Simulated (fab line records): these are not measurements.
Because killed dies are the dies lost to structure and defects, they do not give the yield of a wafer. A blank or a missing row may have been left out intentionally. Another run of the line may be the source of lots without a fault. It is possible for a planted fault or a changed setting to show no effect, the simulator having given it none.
Which tool was responsible? / flow rit-cmos / 6 lots, 18 wafers sampled, at 2 steps of a route of 202

== WHAT THE GAUGES SHOWED, per wafer ==
RIT_NLDD_TW_MEAS_10.
lot=L549; measured=day 3 00:54; on=film-metro-01; NLDD_TW=2490 2496 2494
lot=L551; measured=day 3 11:26; on=film-metro-03; NLDD_TW=2489 2489 2464
lot=L556; measured=day 4 18:44; on=film-metro-04; NLDD_TW=2384 2382 2386 2385 2380 2371
lot=L560; measured=day 5 12:01; on=film-metro-01; NLDD_TW=2506 2503 2504
lot=L565; measured=day 6 10:42; on=film-metro-04; NLDD_TW=2515 2520 2512
lot=L570; measured=day 7 23:36; on=film-metro-04; NLDD_TW=2516 2516 2520

== WHAT TOOL EACH LOT RAN ON (gives the tool, then ch and the chambers of the sampled wafers, and finally the start) ==
lot=L549; RIT_NLDD_IMPLANT_08=implanter-02 ch 0, day 3 00:35
lot=L551; RIT_NLDD_IMPLANT_08=implanter-02 ch 0, day 3 11:07
lot=L556; RIT_NLDD_IMPLANT_08=implanter-04 ch 0, day 4 18:27
lot=L560; RIT_NLDD_IMPLANT_08=implanter-02 ch 0, day 5 11:43
lot=L565; RIT_NLDD_IMPLANT_08=implanter-02 ch 0, day 6 10:22
lot=L570; RIT_NLDD_IMPLANT_08=implanter-02 ch 0, day 7 23:16
- RIT_NLDD_IMPLANT_08

== THE ANSWER, worked out from the rows above alone ==
Rule: the lots themselves supply what counts as usual. The widest of any qualifying gaps counts: lots, ordered by their means at a reading, are off when they make up no more than a third of the lots, leave a main group of 4 or more, and stand apart from it by 3 or more times the standard deviation of that group's means. A main group is skipped when, at the precision printed for the reading in the tables above, its means are all equal. A lot without any number at a reading at which 4 lots or more have one is off too. All remaining lots with rows at the step are treated as sound.
Off: L556, seen at RIT_NLDD_TW_MEAS_10 (NLDD_TW). Main group: mean 2502, sd 14.
If a tool, at a process step before that reading, ran all the lots that are off and no sound lot after the first of them, it fits. The gauges at RIT_NLDD_TW_MEAS_10 are tried like those tools. One candidate fits, namely implanter-04 at RIT_NLDD_IMPLANT_08. It ran no sound lot before its first lot that is off in this sample, so the start can't be narrowed down.

== WHAT WAS PUT IN BY THE SIMULATOR ==
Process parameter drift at RIT_NLDD_IMPLANT_08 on implanter-04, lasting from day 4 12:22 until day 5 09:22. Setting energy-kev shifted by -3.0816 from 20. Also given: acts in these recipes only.
Lots struck among those shown: L556. The rule above found the same.
